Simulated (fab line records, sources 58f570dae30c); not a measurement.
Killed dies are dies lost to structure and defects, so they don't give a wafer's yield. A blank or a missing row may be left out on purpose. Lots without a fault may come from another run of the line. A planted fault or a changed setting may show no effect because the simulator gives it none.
fab line records | flow berkeley_cmos170 | part 1 of 2: steps 1 to 27 of 37
record lots=5 wafers=15 last_day=11
route steps=331 shown PSD@177 NSD@187 BACKSIDE@199 SDANNEAL@204 PLDD@208 NLDD@209 SILICIDE@210
lots that met no fault: from a run of the same line without faults
start_h: hours from the record's first day to the start of the lot's first wafer shown | wait_h: hours since the lot's step before | " the same as in the row above | L1.1+2: a row that stands for several wafers | - no value, or no start given | * or withheld: withheld | < > ~ a bound
route shown NAME@n: a module of which the file shows steps, and the number in the route of the first | usual: mean/standard deviation of fault-free wafers | same: alike in all rows | chamber/n: place in a boat | sites: the reading at each site | _std_site: their standard deviation | _edge_site: outer sites' mean less inner sites' | radius_mm: how far each site lies from the wafer's centre | mask NAME#n: copy n | behind: the tool/chamber that last shaped the wafer | hold: why the lot was held/for how many hours/how that ended | device: the transistor (n, p or np) that didn't switch | end of line: the same wafers' tests at the end of the route | a step without rows: its recipe alone | killed: dies lost to structure and defects at the first sort, not the wafer's yield | map: a wafer's dies, x killed, . not, _ none there
set.NAME: the setting as run; set.NAME@STEP: as run at that earlier step | model.NAME: the simulator's own value behind a step, which no gauge read
lots at some steps of the route; a table a step, a row a wafer
services: from which hour (start_h, from the record's first day; less than 0 if before it) a tool's chamber was out of use, for how many hours, and why
## steps
# step UCB170_PSD_SOFTBAKE_02
# recipe resist=KrF temp_c=130 time_s=60
# usual exhaust_pa=44.9/0.83
# columns lot.wafer tool chamber start_h wait_h exhaust_pa
L074.1 litho_track-03 0 136.71 0.1 44.8
L074.4 " 0 " " 44.8
L074.6 " 0 " " 44.6
L084.1 litho_track-04 0 188.77 0.1 45.5
L084.2 " 0 " " 45.5
L084.5 " 0 " " 44.6
L089.3 litho_track-04 0 206.10 0.1 45.0
L089.5 " 0 " " 44.3
L089.6 " 0 " " 46.4
L096.2 litho_track-03 0 231.85 0.1 44.7
L096.4 " 0 " " 43.7
L096.6 " 0 " " 44.2
L095.4 litho_track-02 0 231.90 0.1 45.1
L095.5 " 0 " " 45.8
L095.6 " 0 " " 44.1
# step UCB170_PSD_EXPOSE_03
# recipe mask_id=PSELECT_MOD na=0.5 sigma_outer=0.6 source_shape=conventional target_cd_nm=1200 dose_mj=30
# columns lot.wafer tool chamber start_h wait_h mask
L074.1+4+6 krf_scanner-01 0 - - PSELECT_MOD#0
L084.1+2+5 krf_scanner-01 0 189.26 0.5 PSELECT_MOD#0
L089.3+5+6 krf_scanner-02 0 206.35 0.2 PSELECT_MOD#0
L095.4+5+6 krf_scanner-02 0 232.16 0.2 PSELECT_MOD#0
L096.2+4+6 krf_scanner-02 0 232.24 0.4 PSELECT_MOD#0
# step UCB170_PSD_PEB_04
# recipe peb_temp_c=130 peb_time_s=withheld resist=KrF
# usual exhaust_pa=44.7/0.9
# columns lot.wafer tool chamber start_h wait_h exhaust_pa
L074.1 litho_track-02 0 - - 44.3
L074.4 " 0 " " 44.9
L074.6 " 0 " " 43.1
L084.1 litho_track-02 0 189.57 0.3 45.7
L084.2 " 0 " " 46.8
L084.5 " 0 " " 45.0
L089.3 litho_track-02 0 206.56 0.2 45.5
L089.5 " 0 " " 44.2
L089.6 " 0 " " 44.9
L095.4 litho_track-02 0 232.30 0.1 45.1
L095.5 " 0 " " 44.5
L095.6 " 0 " " 44.9
L096.2 litho_track-03 0 232.36 0.1 45.6
L096.4 " 0 " " 47.2
L096.6 " 0 " " 46.0
# step UCB170_PSD_DEVELOP_05
# recipe developer=TMAH develop_time_s=45 resist=KrF dev_temp_c=21
# usual developer_temp_C=20.99/0.1 exhaust_pa=44.9/0.97
# columns lot.wafer tool chamber start_h wait_h developer_temp_C exhaust_pa
L074.1 litho_track-02 0 - - 21.01 45.7
L074.4 " 0 " " 21.02 45.1
L074.6 " 0 " " 20.84 44.5
L084.1 litho_track-02 0 - - 20.97 45.7
L084.2 " 0 " " 20.97 46.1
L084.5 " 0 " " 20.88 45.4
L089.3 litho_track-02 0 - - 20.94 44.1
L089.5 " 0 " " 20.92 45.0
L089.6 " 0 " " 20.93 46.0
L095.4 litho_track-02 0 - - 21.09 45.4
L095.5 " 0 " " 20.75 45.3
L095.6 " 0 " " 21.01 44.4
L096.2 litho_track-03 0 - - 20.84 44.1
L096.4 " 0 " " 20.97 46.6
L096.6 " 0 " " 20.97 45.6
# step UCB170_PSD_CD_MEAS_06
# recipe target_cd_nm=1200
# usual cd_nm=1200.0/1.5
# columns lot.wafer tool chamber start_h wait_h cd_nm
L074.1 cd_sem-01 - 138.51 - 1201.0
L074.4 " - " " 1201.6
L074.6 " - " " 1202.2
L084.1 cd_sem-01 - 190.09 - 1200.0
L084.2 " - " " 1201.0
L084.5 " - " " 1200.8
L089.3 cd_sem-01 - 206.82 - 1202.7
L089.5 " - " " 1202.7
L089.6 " - " " 1202.3
L095.4 cd_sem-01 - 232.56 - 1199.5
L095.5 " - " " 1200.0
L095.6 " - " " 1200.6
L096.2 cd_sem-01 - 232.64 - 1198.6
L096.4 " - " " 1199.1
L096.6 " - " " 1199.2
# step UCB170_PSD_OVL_MEAS_07
# usual PSD_OVL=-2/5.4
# columns lot.wafer tool chamber start_h wait_h PSD_OVL[nm]
L074.1 overlay-01 - 138.63 0.1 3
L074.4 " - " " 4
L074.6 " - " " 3
L084.1 overlay-01 - 190.21 0.1 4
L084.2 " - " " 0
L084.5 " - " " -5
L089.3 overlay-01 - 206.92 0.1 -9
L089.5 " - " " -1
L089.6 " - " " -3
L095.4 overlay-02 - 232.64 0.1 3
L095.5 " - " " 0
L095.6 " - " " -3
L096.2 overlay-01 - 232.75 0.1 -7
L096.4 " - " " -4
L096.6 " - " " -7
# step UCB170_PSD_IMPLANT_08
# recipe species=B dose_cm2=3e+15 energy_kev=20 tilt_deg=7
# usual beam_on_s=10.00/0.2
# columns lot.wafer tool chamber start_h wait_h beam_on_s
L074.1 implanter-02 0 138.66 0.0 10.16
L074.4 " 0 " " 9.71
L074.6 " 0 " " 9.67
L084.1 implanter-02 0 190.24 0.0 10.06
L084.2 " 0 " " 9.95
L084.5 " 0 " " 10.16
L089.3 implanter-04 0 206.99 0.1 9.62
L089.5 " 0 " " 10.09
L089.6 " 0 " " 10.00
L095.4 implanter-04 0 232.73 0.1 9.99
L095.5 " 0 " " 9.88
L095.6 " 0 " " 9.98
L096.2 implanter-03 0 232.80 0.0 9.62
L096.4 " 0 " " 9.71
L096.6 " 0 " " 10.30
# step UCB170_PSD_STRIP_09
# recipe chemistry=O2 power_w=400 pressure_mtorr=3500 platen_temp_c=withheld o2_flow_sccm=400 overash_fraction=0.5
# usual drypump_motor_current_A=5.7/0.7 oes_product_au=0.600/0.0046 strip_time_to_endpoint_s=29.41/0.065
# columns lot.wafer tool chamber start_h wait_h drypump_motor_current_A oes_product_au rf_hours_counter_h strip_time_to_endpoint_s
L074.1 plasma_asher-01 0 138.81 0.1 4.9 0.594 43 29.41
L074.4 " 0 " " 4.9 0.602 - 29.31
L074.6 " 0 " " 4.9 0.604 - 29.36
L084.1 plasma_asher-01 1 190.39 0.1 4.8 0.597 50 29.36
L084.2 " 0 " " 4.9 0.601 50 29.24
L084.5 " 0 " " 4.9 0.595 - 29.35
L089.3 plasma_asher-03 1 207.12 0.1 6.6 0.594 - 29.41
L089.5 " 0 " " 6.0 0.599 - 29.40
L089.6 " 1 " " 6.6 0.597 - 29.40
L095.4 plasma_asher-03 1 232.84 0.1 6.6 0.603 - 29.32
L095.5 " 1 " " 6.6 0.599 - 29.39
L095.6 " 0 " " 5.9 0.604 - 29.39
L096.2 plasma_asher-02 1 232.93 0.1 5.5 0.604 46 29.39
L096.4 " 0 " " 6.5 0.603 - 29.39
L096.6 " 1 " " 5.5 0.602 - 29.37
# step UCB170_PSD_TW_MEAS_10
# usual PSD_TW=2334/44
# columns lot.wafer tool chamber start_h wait_h PSD_TW
L074.1 film_metro-03 - 138.91 0.1 2298
L074.4 " - " " 2289
L074.6 " - " " 2299
L084.1 film_metro-04 - 190.49 0.1 2305
L084.2 " - " " 2302
L084.5 " - " " 2310
L089.3 film_metro-03 - 207.21 0.1 2304
L089.5 " - " " 2314
L089.6 " - " " 2310
L095.4 film_metro-03 - 232.94 0.1 2308
L095.5 " - " " 2322
L095.6 " - " " 2293
L096.2 film_metro-01 - 233.04 0.1 2392
L096.4 " - " " 2391
L096.6 " - " " 2399
# step UCB170_PSD_CLEAN_11
# recipe chemistry=SPM temp_c=120 time_s=600
# columns lot.wafer tool chamber start_h wait_h
L074.1+4+6 wet_bench-02 3 139.17 0.3
L084.1+2+5 wet_bench-02 1 190.61 0.1
L089.3+5+6 wet_bench-04 2 207.91 0.7
L095.4+5+6 wet_bench-02 3 232.97 0.0
L096.2+4+6 wet_bench-04 1 233.09 0.0
# step UCB170_NSD_HMDS_00
# recipe prime_time_s=60 prime_temp_c=100
# usual exhaust_pa=45.0/0.89
# columns lot.wafer tool chamber start_h wait_h exhaust_pa
L074.1 litho_track-03 0 139.76 0.4 43.9
L074.4 " 0 " " 44.3
L074.6 " 0 " " 43.8
L084.1 litho_track-02 0 191.20 0.4 46.5
L084.2 " 0 " " 45.7
L084.5 " 0 " " 45.9
L089.3 litho_track-02 0 208.15 0.1 44.5
L089.5 " 0 " " 45.5
L089.6 " 0 " " 44.7
L095.4 litho_track-02 0 233.22 0.1 45.2
L095.5 " 0 " " 46.3
L095.6 " 0 " " 45.0
L096.2 litho_track-01 0 233.30 0.0 45.6
L096.4 " 0 " " 45.1
L096.6 " 0 " " 45.6
# step UCB170_NSD_COAT_01
# recipe resist=KrF spin_rpm=1500 resist_thk_nm=900
# usual exhaust_pa=45.3/0.81
# columns lot.wafer tool chamber start_h wait_h exhaust_pa
L074.1 litho_track-03 0 139.91 0.1 45.5
L074.4 " 0 " " 45.0
L074.6 " 0 " " 44.0
L084.1 litho_track-02 0 191.35 0.1 44.2
L084.2 " 0 " " 44.8
L084.5 " 0 " " 44.1
L089.3 litho_track-02 0 208.30 0.1 44.2
L089.5 " 0 " " 43.7
L089.6 " 0 " " 44.7
L095.4 litho_track-02 0 233.37 0.1 44.2
L095.5 " 0 " " 45.6
L095.6 " 0 " " 45.5
L096.2 litho_track-01 0 233.45 0.1 45.9
L096.4 " 0 " " 46.4
L096.6 " 0 " " 46.9
# step UCB170_NSD_SOFTBAKE_02
# recipe resist=KrF temp_c=130 time_s=60
# usual exhaust_pa=45.1/0.87
# columns lot.wafer tool chamber start_h wait_h exhaust_pa
L074.1 litho_track-03 0 140.06 0.1 44.7
L074.4 " 0 " " 44.6
L074.6 " 0 " " 44.5
L084.1 litho_track-02 0 191.50 0.1 45.2
L084.2 " 0 " " 45.3
L084.5 " 0 " " 45.3
L089.3 litho_track-02 0 208.45 0.1 44.6
L089.5 " 0 " " 45.1
L089.6 " 0 " " 46.5
L095.4 litho_track-02 0 233.52 0.1 46.7
L095.5 " 0 " " 45.6
L095.6 " 0 " " 46.5
L096.2 litho_track-01 0 233.60 0.1 44.5
L096.4 " 0 " " 45.1
L096.6 " 0 " " 44.0
# step UCB170_NSD_EXPOSE_03
# recipe mask_id=NSELECT_MOD na=0.5 sigma_outer=0.6 source_shape=conventional target_cd_nm=1200 dose_mj=30
# columns lot.wafer tool chamber start_h wait_h mask
L074.1+4+6 krf_scanner-02 0 140.21 0.1 NSELECT_MOD#0
L084.1+2+5 krf_scanner-01 0 191.65 0.1 NSELECT_MOD#0
L089.3+5+6 krf_scanner-02 0 208.97 0.5 NSELECT_MOD#0
L095.4+5+6 krf_scanner-01 0 233.65 0.1 NSELECT_MOD#0
L096.2+4+6 krf_scanner-02 0 233.87 0.2 NSELECT_MOD#0
# step UCB170_NSD_PEB_04
# recipe peb_temp_c=130 peb_time_s=withheld resist=KrF
# usual exhaust_pa=44.9/0.97
# columns lot.wafer tool chamber start_h wait_h exhaust_pa
L074.1 litho_track-01 0 140.66 0.4 44.2
L074.4 " 0 " " 43.9
L074.6 " 0 " " 45.0
L084.1 litho_track-01 0 192.21 0.5 42.6
L084.2 " 0 " " 42.9
L084.5 " 0 " " 42.5
L089.3 litho_track-02 0 209.10 0.1 45.8
L089.5 " 0 " " 46.0
L089.6 " 0 " " 47.2
L095.4 litho_track-02 0 234.12 0.4 44.8
L095.5 " 0 " " 44.8
L095.6 " 0 " " 45.8
L096.2 litho_track-01 0 234.20 0.3 45.9
L096.4 " 0 " " 44.6
L096.6 " 0 " " 44.7
# step UCB170_NSD_DEVELOP_05
# recipe developer=TMAH develop_time_s=45 resist=KrF dev_temp_c=21
# usual developer_temp_C=21.01/0.098 exhaust_pa=45.2/0.85
# columns lot.wafer tool chamber start_h wait_h developer_temp_C exhaust_pa
L074.1 litho_track-01 0 - - 21.06 45.0
L074.4 " 0 " " 20.98 44.9
L074.6 " 0 " " 21.09 45.2
L084.1 litho_track-01 0 - - 21.01 45.4
L084.2 " 0 " " 20.98 45.2
L084.5 " 0 " " 20.95 43.8
L089.3 litho_track-02 0 - - 21.05 46.6
L089.5 " 0 " " 21.05 45.1
L089.6 " 0 " " 21.11 45.7
L095.4 litho_track-02 0 - - 20.95 44.2
L095.5 " 0 " " 20.89 46.3
L095.6 " 0 " " 20.73 46.1
L096.2 litho_track-01 0 - - 20.97 45.4
L096.4 " 0 " " 20.95 44.1
L096.6 " 0 " " 20.98 44.9
# step UCB170_NSD_CD_MEAS_06
# recipe target_cd_nm=1200
# usual cd_nm=1200.3/1.7
# columns lot.wafer tool chamber start_h wait_h cd_nm
L074.1 cd_sem-02 - 140.94 - 1198.2
L074.4 " - " " 1198.9
L074.6 " - " " 1199.7
L084.1 cd_sem-01 - 192.72 - 1202.5
L084.2 " - " " 1202.0
L084.5 " - " " 1201.6
L089.3 cd_sem-01 - 209.43 - 1198.7
L089.5 " - " " 1199.2
L089.6 " - " " 1198.4
L095.4 cd_sem-01 - 234.37 - 1198.4
L095.5 " - " " 1197.4
L095.6 " - " " 1197.7
L096.2 cd_sem-01 - 234.47 - 1198.5
L096.4 " - " " 1200.3
L096.6 " - " " 1198.6
# step UCB170_NSD_OVL_MEAS_07
# usual NSD_OVL=1/4.8
# columns lot.wafer tool chamber start_h wait_h NSD_OVL[nm]
L074.1 overlay-02 - 141.06 0.1 7
L074.4 " - " " 10
L074.6 " - " " 11
L084.1 overlay-01 - 192.84 0.1 5
L084.2 " - " " 5
L084.5 " - " " 4
L089.3 overlay-01 - 209.53 0.1 7
L089.5 " - " " 5
L089.6 " - " " -3
L095.4 overlay-01 - 234.45 0.1 1
L095.5 " - " " 2
L095.6 " - " " -1
L096.2 overlay-02 - 234.58 0.1 0
L096.4 " - " " 2
L096.6 " - " " 0
# step UCB170_NSD_IMPLANT_08
# recipe species=P dose_cm2=3e+15 energy_kev=40 tilt_deg=7
# usual beam_on_s=10.03/0.19
# columns lot.wafer tool chamber start_h wait_h beam_on_s
L074.1 implanter-02 0 141.10 0.0 10.11
L074.4 " 0 " " 10.11
L074.6 " 0 " " 10.23
L084.1 implanter-02 0 192.88 0.0 10.42
L084.2 " 0 " " 10.12
L084.5 " 0 " " 10.03
L089.3 implanter-02 0 209.60 0.1 9.90
L089.5 " 0 " " 10.21
L089.6 " 0 " " 9.89
L095.4 implanter-01 0 234.55 0.1 10.02
L095.5 " 0 " " 9.87
L095.6 " 0 " " 9.95
L096.2 implanter-04 0 234.63 0.0 10.33
L096.4 " 0 " " 9.76
L096.6 " 0 " " 10.25
# step UCB170_NSD_STRIP_09
# recipe chemistry=O2 power_w=400 pressure_mtorr=3500 platen_temp_c=withheld o2_flow_sccm=400 overash_fraction=0.5
# usual drypump_motor_current_A=6.2/0.39 oes_product_au=0.534/0.0045 strip_time_to_endpoint_s=35.82/0.083
# columns lot.wafer tool chamber start_h wait_h drypump_motor_current_A oes_product_au rf_hours_counter_h strip_time_to_endpoint_s
L074.1 plasma_asher-04 1 141.25 0.1 5.8 0.527 3 35.75
L074.4 " 0 " " 6.5 0.539 - 35.80
L074.6 " 0 " " 6.5 0.536 - 35.82
L084.1 plasma_asher-04 0 193.03 0.1 6.6 0.536 7 35.77
L084.2 " 1 " " 5.8 0.533 7 35.86
L084.5 " 0 " " 6.5 0.534 - 35.82
L089.3 plasma_asher-04 0 209.73 0.1 6.5 0.537 - 35.77
L089.5 " 1 " " 5.8 0.534 - 35.92
L089.6 " 0 " " 6.5 0.537 - 35.89
L095.4 plasma_asher-04 0 234.65 0.1 6.5 0.533 - 35.73
L095.5 " 0 " " 6.6 0.533 - 35.79
L095.6 " 1 " " 5.8 0.537 - 35.70
L096.2 plasma_asher-03 1 234.76 0.1 6.6 0.528 55 35.79
L096.4 " 0 " " 5.9 0.538 - 35.80
L096.6 " 0 " " 6.0 0.530 - 35.81
# step UCB170_NSD_TW_MEAS_10
# usual NSD_TW=4202/76
# columns lot.wafer tool chamber start_h wait_h NSD_TW
L074.1 film_metro-03 - 141.35 0.1 4143
L074.4 " - " " 4128
L074.6 " - " " 4165
L084.1 film_metro-04 - 193.13 0.1 4172
L084.2 " - " " 4177
L084.5 " - " " 4161
L089.3 film_metro-01 - 209.82 0.1 4309
L089.5 " - " " 4310
L089.6 " - " " 4325
L095.4 film_metro-03 - 234.75 0.1 4150
L095.5 " - " " 4145
L095.6 " - " " 4151
L096.2 film_metro-01 - 234.87 0.1 4297
L096.4 " - " " 4316
L096.6 " - " " 4325
# step UCB170_NSD_CLEAN_11
# recipe chemistry=SPM temp_c=120 time_s=600
# columns lot.wafer tool chamber start_h wait_h
L074.1+4+6 wet_bench-01 3 141.55 0.2
L084.1+2+5 wet_bench-02 1 194.79 1.7
L089.3+5+6 wet_bench-04 2 209.86 0.0
L095.4+5+6 wet_bench-02 1 234.78 0.0
L096.2+4+6 wet_bench-01 1 234.92 0.0
# step UCB170_BACKSIDE_HMDS_00
# recipe prime_time_s=60 prime_temp_c=100
# usual exhaust_pa=44.8/0.89
# columns lot.wafer tool chamber start_h wait_h exhaust_pa
L074.1 litho_track-01 0 141.76 0.0 44.5
L074.4 " 0 " " 44.1
L074.6 " 0 " " 44.0
L084.1 litho_track-01 0 195.13 0.1 44.2
L084.2 " 0 " " 45.2
L084.5 " 0 " " 45.6
L089.3 litho_track-02 0 210.10 0.1 44.9
L089.5 " 0 " " 44.5
L089.6 " 0 " " 44.6
L095.4 litho_track-01 0 235.08 0.1 43.4
L095.5 " 0 " " 42.1
L095.6 " 0 " " 44.2
L096.2 litho_track-02 0 235.12 0.0 45.8
L096.4 " 0 " " 46.3
L096.6 " 0 " " 45.0
# step UCB170_BACKSIDE_COAT_01
# recipe resist=KrF spin_rpm=1500 resist_thk_nm=900
# usual exhaust_pa=44.9/0.75
# columns lot.wafer tool chamber start_h wait_h exhaust_pa
L074.1 litho_track-01 0 141.91 0.1 44.8
L074.4 " 0 " " 45.7
L074.6 " 0 " " 44.7
L084.1 litho_track-01 0 195.28 0.1 45.5
L084.2 " 0 " " 45.1
L084.5 " 0 " " 44.9
L089.3 litho_track-02 0 210.25 0.1 43.4
L089.5 " 0 " " 44.1
L089.6 " 0 " " 45.4
L095.4 litho_track-01 0 235.23 0.1 46.3
L095.5 " 0 " " 46.2
L095.6 " 0 " " 45.9
L096.2 litho_track-02 0 235.27 0.1 43.9
L096.4 " 0 " " 45.8
L096.6 " 0 " " 45.6
# step UCB170_BACKSIDE_SOFTBAKE_02
# recipe resist=KrF temp_c=130 time_s=60
# usual exhaust_pa=45.0/0.97
# columns lot.wafer tool chamber start_h wait_h exhaust_pa
L074.1 litho_track-01 0 142.06 0.1 45.9
L074.4 " 0 " " 46.6
L074.6 " 0 " " 46.6
L084.1 litho_track-01 0 195.43 0.1 46.0
L084.2 " 0 " " 45.1
L084.5 " 0 " " 45.5
L089.3 litho_track-02 0 210.40 0.1 45.1
L089.5 " 0 " " 44.4
L089.6 " 0 " " 44.8
L095.4 litho_track-01 0 235.38 0.1 44.3
L095.5 " 0 " " 45.0
L095.6 " 0 " " 44.4
L096.2 litho_track-02 0 235.42 0.1 44.5
L096.4 " 0 " " 46.3
L096.6 " 0 " " 45.8
# step UCB170_BACKSIDE_STRIP_03
# recipe chemistry=O2 power_w=400 pressure_mtorr=3500 platen_temp_c=withheld o2_flow_sccm=400 overash_fraction=0.5
# usual drypump_motor_current_A=6.0/0.64 oes_product_au=0.734/0.0048 strip_time_to_endpoint_s=21.97/0.068
# columns lot.wafer tool chamber start_h wait_h drypump_motor_current_A oes_product_au rf_hours_counter_h strip_time_to_endpoint_s
L074.1 plasma_asher-01 1 142.21 0.1 4.9 0.731 44 21.86
L074.4 " 1 " " 4.8 0.729 - 21.83
L074.6 " 0 " " 4.9 0.737 - 21.82
L084.1 plasma_asher-04 0 195.58 0.1 6.6 0.725 8 21.96
L084.2 " 1 " " 5.8 0.740 8 22.03
L084.5 " 0 " " 6.6 0.736 - 22.04
L089.3 plasma_asher-03 1 210.53 0.1 6.6 0.730 - 21.99
L089.5 " 0 " " 6.0 0.732 - 21.99
L089.6 " 1 " " 6.6 0.739 - 22.00
L095.4 plasma_asher-03 1 235.48 0.1 6.6 0.737 - 21.97
L095.5 " 1 " " 6.6 0.737 - 21.96
L095.6 " 0 " " 5.9 0.744 - 22.03
L096.2 plasma_asher-04 1 235.54 0.1 5.8 0.735 13 22.07
L096.4 " 1 " " 5.8 0.733 - 21.96
L096.6 " 0 " " 6.6 0.744 - 21.99
# step UCB170_BACKSIDE_CLEAN_04
# recipe chemistry=SPM temp_c=120 time_s=600
# columns lot.wafer tool chamber start_h wait_h
L074.1+4+6 wet_bench-03 0 142.39 0.1
L084.1+2+5 wet_bench-02 0 195.75 0.1
L089.3+5+6 wet_bench-01 1 210.60 0.0
L095.4+5+6 wet_bench-02 0 235.55 0.0
L096.2+4+6 wet_bench-01 3 235.65 0.1
